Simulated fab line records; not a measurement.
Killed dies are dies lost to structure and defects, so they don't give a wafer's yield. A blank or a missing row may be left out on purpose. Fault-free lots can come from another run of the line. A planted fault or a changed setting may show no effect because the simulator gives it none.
Chamber matching / flow berkeley_cmos170 / UCB170_NWELL_ETCH_13 on rie_diel-04: 4 sister chambers
The step etches Si3N4 in CH3F/Ar/O2, stops on SiO2, target depth 246.4 nm, time 154 s. 14 wafers are shown with their chamber, then 7 later ones without.

WAFERS WITH THEIR CHAMBER
wafer=L686.2; chamber=1; throttle_valve_pct (%)=7.83; oes_product_au (a.u.)=0.961
wafer=L686.5; chamber=2; throttle_valve_pct (%)=8.18; oes_product_au (a.u.)=0.944
wafer=L686.6; chamber=1; throttle_valve_pct (%)=7.85; oes_product_au (a.u.)=0.957
wafer=L689.1; chamber=3; throttle_valve_pct (%)=8.06; oes_product_au (a.u.)=0.965
wafer=L689.2; chamber=2; throttle_valve_pct (%)=8.17; oes_product_au (a.u.)=0.946
wafer=L689.4; chamber=3; throttle_valve_pct (%)=8.06; oes_product_au (a.u.)=0.962
wafer=L691.1; chamber=2; throttle_valve_pct (%)=8.17; oes_product_au (a.u.)=0.951
wafer=L691.4; chamber=0; throttle_valve_pct (%)=8.19; oes_product_au (a.u.)=0.931
wafer=L691.6; chamber=2; throttle_valve_pct (%)=8.17; oes_product_au (a.u.)=0.947
wafer=L695.2; chamber=2; throttle_valve_pct (%)=8.17; oes_product_au (a.u.)=0.939
wafer=L695.4; chamber=3; throttle_valve_pct (%)=8.06; oes_product_au (a.u.)=0.942
wafer=L695.6; chamber=1; throttle_valve_pct (%)=7.85; oes_product_au (a.u.)=0.936
wafer=L700.4; chamber=3; throttle_valve_pct (%)=8.07; oes_product_au (a.u.)=0.948
wafer=L700.5; chamber=2; throttle_valve_pct (%)=8.18; oes_product_au (a.u.)=0.936

SIGNATURES, as means of the wafers listed above
reading=throttle_valve_pct; chamber 0=8.1900; chamber 1=7.8433; chamber 2=8.1733; chamber 3=8.0625; scatter within a chamber=0.00689
reading=oes_product_au; chamber 0=0.93100; chamber 1=0.95133; chamber 2=0.94383; chamber 3=0.95425; scatter within a chamber=0.00936
Rule: for each reading, subtract the chamber's mean from the wafer's reading, divide by that reading's scatter and square the result; add these up over the readings and take the root, which gives the wafer's distance from the chamber. If the next closest chamber is less than 2 further off than the closest, the wafer can't be placed; otherwise it belongs to the closest. The scatter: take each reading less its chamber's mean, square it, sum over the shown wafers, divide by the number of wafers less the number of chambers, and take the root.

WAFERS MISSING THEIR CHAMBER
wafer=L700.6; throttle_valve_pct (%)=7.84; oes_product_au (a.u.)=0.938
wafer=L702.2; throttle_valve_pct (%)=8.05; oes_product_au (a.u.)=0.948
wafer=L702.4; throttle_valve_pct (%)=8.18; oes_product_au (a.u.)=0.934
wafer=L702.6; throttle_valve_pct (%)=7.84; oes_product_au (a.u.)=0.947
wafer=L704.1; throttle_valve_pct (%)=8.17; oes_product_au (a.u.)=0.947
wafer=L704.5; throttle_valve_pct (%)=8.17; oes_product_au (a.u.)=0.950
wafer=L704.6; throttle_valve_pct (%)=7.83; oes_product_au (a.u.)=0.945

EACH ONE'S CHAMBER
wafer=L700.6; from the rows above=1; in truth=1
wafer=L702.2; from the rows above=3; in truth=3
wafer=L702.4; from the rows above=can't be placed: 2 or 0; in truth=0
wafer=L702.6; from the rows above=1; in truth=1
wafer=L704.1; from the rows above=2; in truth=2
wafer=L704.5; from the rows above=2; in truth=2
wafer=L704.6; from the rows above=1; in truth=1
6 of 7 placed correctly. These rows do not allow placing 1 (true chamber among the candidates in 1). 0 placed wrongly.
